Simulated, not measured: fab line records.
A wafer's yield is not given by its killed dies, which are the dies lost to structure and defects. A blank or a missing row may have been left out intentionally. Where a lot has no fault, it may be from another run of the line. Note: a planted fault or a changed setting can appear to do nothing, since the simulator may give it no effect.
A lot that was struck, set against a sound lot / flow berkeleyCmos170 / 15 steps out of a route of 331
Sound: these wafers, L886.1, L886.2, L886.4. The struck wafers were L897.1, L897.4, L897.6. Last of all comes the cause.
Per side, at each step with rows, come the tool, then ch with its chambers, and then its first start. Under that, the readings that differ: sound wafers / struck wafers / difference of the means / sigmas: that difference in standard deviations of wafers without a fault.
alike: readings with means less than 2 such deviations apart, plus words and numbers identical on both sides. not compared: withheld readings, readings lacking a value on some wafer, bounds such as >300 that could conceal the same value, and numbers that have no deviation in the record and whose values overlap.
Wherever a step has rows on one side only, a row that says differs or no value, or a row with sigmas, the two part there. Non-overlapping numbers with no deviation appear without sigmas and do not part them. Lack of a reading on every wafer of one side parts them only where that side has two or more wafers.

first, 3 steps without rows for these wafers: UCB170_ACTIVE_EXPOSE_10 (exposes mask ACTIVE, target cd 1200 nm); UCB170_ACTIVE_PEB_11; UCB170_ACTIVE_DEVELOP_12 (develop time 45 s).
UCB170_ACTIVE_CD_MEAS_13 targets a cd of 1200 nm.
  struck on cdSem-01, day 7 19:31; sound on cdSem-01, day 5 04:55
  alike: cdNm
UCB170_ACTIVE_OVL_MEAS_14:
  struck on overlay-02, day 7 19:38; sound on overlay-01, day 5 05:02
  alike: ACTIVE_OVL
UCB170_ACTIVE_ETCH_15: etches Si3N4 in CH3F/Ar/O2, stops on SiO2, target depth 242 nm, time 151 s.
  sound on rieDiel-02 ch 0,1,3, day 5 05:05; struck on rieDiel-01 ch 0,1,3, day 7 19:40
  alike: chamberPressureMTorr, drypumpMotorCurrentA, oesProductAu, throttleValvePct
  not compared: rfHoursCounterH
UCB170_ACTIVE_STRIP_16: strips in O2.
  sound on plasmaAsher-04 ch 0,1, day 5 05:11; struck on plasmaAsher-01 ch 0,1, day 7 19:46
reading=drypumpMotorCurrentA (A); sound=6.5 6.6 6.6; struck=5.9 4.6 4.7; difference=-1.5; sigmas=-2
  alike: chamberPressureMTorr, oesProductAu, stripTimeToEndpointS
  not compared: rfHoursCounterH
UCB170_ACTIVE_CD_MEAS_90 targets a cd of 1200 nm.
  struck on cdSem-02, day 7 19:52; sound on cdSem-01, day 5 05:17
  alike: cdNm
then, 4 steps without rows for these wafers: UCB170_ACTIVE_CLEAN_17 (cleans in SPM, time 600 s); UCB170_PFIELD_HMDS_00 (prime time 60 s); UCB170_PFIELD_COAT_01 (resist thk 900 nm); UCB170_PFIELD_SOFTBAKE_02 (time 60 s).
UCB170_PFIELD_EXPOSE_03: exposes mask PFIELD, target cd 1500 nm.
  sound on krfScanner-01 ch 0, day 5 06:29; struck on krfScanner-02 ch 0, day 7 23:28
reading=mask; sound=PFIELD#0 PFIELD#0 PFIELD#0; struck=PFIELD_R1#0 PFIELD_R1#0 PFIELD_R1#0; difference=differs; sigmas=
  alike: exposureDoseMJCm2
following that, these wafers have no rows for 1 step: UCB170_PFIELD_PEB_04.
-- the record jumps here: 3 days lie between the struck wafers' starts before and after (it left off in module PFIELD and takes up again in module M3, whose first step shown is number 331 of the route) --
UCB170_M3_PROBE_99:
  struck on prober-01, day 11 05:22; sound on prober-02, day 9 02:44
reading=model.etest.isoPplusPwell.bvV (V); sound=25.54 24.7 25; struck=18.41 16.65 17.54; difference=-7.55; sigmas=
reading=model.etest.isoPplusPwell.lateralLog10AUm; sound=-8.462 -8.467 -8.447; struck=-8.412 -8.336 -8.336; difference=+0.097; sigmas=
reading=model.etest.isoNplusNwell.lateralLog10AUm; sound=-8.116 -8.109 -8.089; struck=-8.156 -8.13 -8.228; difference=-0.067; sigmas=

WHERE THEY PART
Earliest at UCB170_ACTIVE_STRIP_16; latest, in this record, at UCB170_PFIELD_EXPOSE_03.

WHY: what had been put in by the simulator
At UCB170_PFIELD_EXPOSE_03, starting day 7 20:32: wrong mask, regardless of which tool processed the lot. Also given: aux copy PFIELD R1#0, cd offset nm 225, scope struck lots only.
